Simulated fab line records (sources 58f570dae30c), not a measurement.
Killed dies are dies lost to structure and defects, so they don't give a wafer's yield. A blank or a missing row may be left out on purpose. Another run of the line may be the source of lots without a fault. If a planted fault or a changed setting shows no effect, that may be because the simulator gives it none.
Chamber matching	flow berkeley-cmos170	4 sister chambers for UCB170_V2_CMP_02 on cmp-02
The step polishes SiO2. 4 wafers are shown with their chamber, then 7 later ones without.

== WAFERS PAIRED WITH THEIR CHAMBERS ==
wafer	chamber	motor-current-A (A)
L847.1	2	14.8
L847.4	1	15.1
L849.2	3	14.9
L849.3	0	12.8

== WAFERS WITHOUT THEIR CHAMBER ==
wafer	motor-current-A (A)
L849.5	14.6
L850.1	13.2
L850.3	14.3
L850.4	16.0
L852.2	12.7
L852.5	15.5
L852.6	15.4

== CHAMBER TAKEN BY EACH ==
wafer	from the rows above	in truth
L849.5	can't be placed: 2 or 3 or 1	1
L850.1	0	0
L850.3	can't be placed: 2 or 3 or 1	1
L850.4	can't be placed: 1 or 3 or 2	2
L852.2	0	0
L852.5	can't be placed: 1 or 3 or 2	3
L852.6	can't be placed: 1 or 3 or 2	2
Placed correctly: 2 of 7. Unplaceable from these rows: 5, with the true chamber sitting among the candidates in 5. Number placed wrongly: 0.
How it was worked out, from the rows above alone: a wafer's distance from a chamber is the root of the sum, over the readings, of the square of ((its reading less the chamber's mean) divided by the reading's scatter). If the next closest chamber is less than 2 further off than the closest, the wafer can't be placed; otherwise it belongs to the closest. Each chamber's mean is taken over the wafers shown for it. The scatter: with one shown wafer a chamber, the root of the mean of the squares of how far each hidden wafer lies from its nearest shown one.
